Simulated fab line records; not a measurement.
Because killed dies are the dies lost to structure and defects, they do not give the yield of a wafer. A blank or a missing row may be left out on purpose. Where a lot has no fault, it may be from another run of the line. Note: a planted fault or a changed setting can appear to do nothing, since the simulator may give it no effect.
Struck lot and sound lot, side by side    flow rit cmos    43 out of 202 route steps
Sound: wafers L341.1, L341.2, L341.5. Struck: wafers L347.1, L347.2, L347.3. Last of all comes the cause.
Each step with rows lists, per side, the tool, then ch with its chambers, then its first start. Under that, the readings that differ: sound wafers    struck wafers    difference of the means    sigmas: that difference in standard deviations of wafers without a fault.
alike: same words and numbers on both sides, and readings whose means sit less than 2 such deviations apart. not compared: any withheld reading, any reading some wafer has no value for, any bound like >300 that may hide the same value, and any number with overlapping values for which the record gives no deviation.
The two part at a step that has a row with sigmas, a row that says differs or no value, or rows on one side only. Non-overlapping numbers with no deviation appear without sigmas and do not part them. Lack of a reading on every wafer of one side parts them only where that side has two or more wafers.

first, 1 step without rows for these wafers: RIT_ACTIVE_DEVELOP_10 (develop time 50 s).
RIT_ACTIVE_CD_MEAS_11: target cd 1400 nm.
  struck on cd sem-01, day 5 09:41; sound on cd sem-02, day 4 02:34
  alike: cd nm
then, 1 step without rows for these wafers: RIT_ACTIVE_HARDBAKE_12 (time 60 s).
RIT_ACTIVE_ETCH_13: etches Si3N4 in SF6, stops on SiO2, time 210 s, target depth 210 nm.
  sound on rie diel-03 ch 0,3, day 4 02:50; struck on rie diel-04 ch 1,2,3, day 5 10:09
  alike: drypump motor current A, oes product au, throttle valve pct
  not compared: rf hours counter h
RIT_ACTIVE_STRIP_14: strips in O2, time 180 s.
  sound on plasma asher-02 ch 0,1, day 4 02:58; struck on plasma asher-01 ch 0,1, day 5 10:17
  alike: drypump motor current A
  not compared: rf hours counter h
RIT_ACTIVE_CD_MEAS_90: target cd 1400 nm.
  struck on cd sem-01, day 5 10:28; sound on cd sem-02, day 4 03:08
  alike: cd nm
then, 4 steps without rows for these wafers: RIT_ACTIVE_CLEAN_15 (cleans in SC1, time 600 s); RIT_ACTIVE_CLEAN_16 (cleans in dHF, time 30 s); RIT_ACTIVE_CLEAN_17 (cleans in SC2, time 600 s); RIT_FOX1_OXIDATION_00 (target thk 350.7 nm, ox time 1130 s).
RIT_FOX1_THK_MEAS_01:
  struck on film metro-03, day 5 13:00; sound on film metro-03, day 4 06:02
  alike: FOX1_OXIDE_THK
then, 1 step without rows for these wafers: RIT_FOX1_WET_ETCH_02 (etches SiO2 in BOE, target depth 350 nm, time 390 s).
RIT_FOX2_OXIDATION_00: target thk 350.7 nm, ox time 1130 s.
  sound on furnace-04 ch 0, day 4 06:13; struck on furnace-04 ch 0, day 5 14:20
  alike: ox temp c max, tube_center_temp_C_max
RIT_FOX2_THK_MEAS_01:
  struck on film metro-01, day 5 15:38; sound on film metro-01, day 4 07:32
  alike: FOX2_OXIDE_THK
then, 2 steps without rows for these wafers: RIT_FOX2_CLEAN_02 (cleans in dHF, time 180 s); RIT_FOX2_WET_ETCH_03 (etches Si3N4 in H3PO4, target depth 195 nm, time 2700 s).
RIT_FOX2_THK_MEAS_90:
  struck on film metro-03, day 5 16:35; sound on film metro-04, day 4 08:25
  alike: FIELD_OXIDE_LEFT_1_THK
then, 6 steps without rows for these wafers: RIT_NWELL_HMDS_00 (prime time 62.45 s); RIT_NWELL_COAT_01 (resist thk 1300 nm); RIT_NWELL_SOFTBAKE_02 (time 60 s); RIT_NWELL_EXPOSE_03 (exposes mask M2, target cd 43900 nm); RIT_NWELL_PEB_04; RIT_NWELL_DEVELOP_05 (develop time 68 s).
RIT_NWELL_OVL_MEAS_06:
  struck on overlay-02, day 5 17:32; sound on overlay-01, day 4 09:28
  alike: NWELL_OVL
then, 2 steps without rows for these wafers: RIT_NWELL_HARDBAKE_07 (time 120 s); RIT_NWELL_IMPLANT_08.
RIT_NWELL_STRIP_09: strips in O2, time 180 s.
  sound on plasma asher-04 ch 0,1, day 4 09:55; struck on plasma asher-04 ch 0,1, day 5 17:58
  alike: drypump motor current A
  not compared: rf hours counter h
RIT_NWELL_TW_MEAS_10:
  struck on film metro-04, day 5 18:08; sound on film metro-01, day 4 10:05
  alike: NWELL_TW
then, 6 steps without rows for these wafers: RIT_PWELL_HMDS_00 (prime time 60 s); RIT_PWELL_COAT_01 (resist thk 1300 nm); RIT_PWELL_SOFTBAKE_02 (time 60 s); RIT_PWELL_EXPOSE_03 (exposes mask M3, target cd 43700 nm); RIT_PWELL_PEB_04; RIT_PWELL_DEVELOP_05 (develop time 68 s).
RIT_PWELL_OVL_MEAS_06:
  struck on overlay-01, day 5 19:05; sound on overlay-01, day 4 11:10
  alike: PWELL_OVL
then, 2 steps without rows for these wafers: RIT_PWELL_HARDBAKE_07 (time 120 s); RIT_PWELL_IMPLANT_08.
RIT_PWELL_STRIP_09: strips in O2, time 180 s.
  sound on plasma asher-03 ch 0,1, day 4 11:37; struck on plasma asher-04 ch 0,1, day 5 19:31
  alike: drypump motor current A
  not compared: rf hours counter h
RIT_PWELL_TW_MEAS_10:
  struck on film metro-02, day 5 19:41; sound on film metro-01, day 4 11:47
  alike: PWELL_TW
then, 1 step without rows for these wafers: RIT_WELLDRIVE_ANNEAL_00 (time 14700 s).
RIT_WELLDRIVE_RS_MEAS_01: measures by four-point-probe.
  struck on film metro-02, day 6 02:08; sound on film metro-01, day 4 17:14
  alike: NWELL_RS
RIT_WELLDRIVE_RS_MEAS_02: measures by four-point-probe.
  struck on film metro-02, day 6 02:16; sound on film metro-01, day 4 17:21
  alike: PWELL_RS
RIT_M1_PROBE_99:
  struck on prober-01, day 7 15:38; sound on prober-02, day 6 04:54
reading                                             sound                 struck                difference  sigmas
model.etest.pmos_0p15.gate log10 a cm2              -6.313 -6.582 -6.055  -2.761 -3.047 -3.107  +3.345      
model.etest.nmos_0p15.gate log10 a cm2              -5.433 -5.51 -4.985   -2.119 -2.377 -2.34   +3.031      
model.etest.gate to diffusion comb.leak log10 a um  -12.29 -12.51 -11.92  -9.222 -9.381 -9.355  +2.921      
model.etest.diode nwell sub.leak log10 a cm2        -7.28 -7.936 -7.646   -5.701 -5.489 -5.884  +1.929      
model.etest.nmos_0p15.gate bv v (V)                 4.817 4.815 4.754     3.386 3.509 3.487     -1.335      
model.etest.pmos_0p15.gate bv v (V)                 4.688 4.729 4.62      3.288 3.381 3.369     -1.333      
model.etest.pmos_0p15.bv v (V)                      5.646 5.687 5.596     4.462 4.546 4.538     -1.128      
model.etest.pmos_0p3.bv v (V)                       5.645 5.686 5.595     4.462 4.546 4.538     -1.127      
  alike: killed at contacts, killed at front end, killed dies, killed open, killed short

== WHERE THEY PART ==
Nowhere in this record.

WHY: the cause the simulator had injected
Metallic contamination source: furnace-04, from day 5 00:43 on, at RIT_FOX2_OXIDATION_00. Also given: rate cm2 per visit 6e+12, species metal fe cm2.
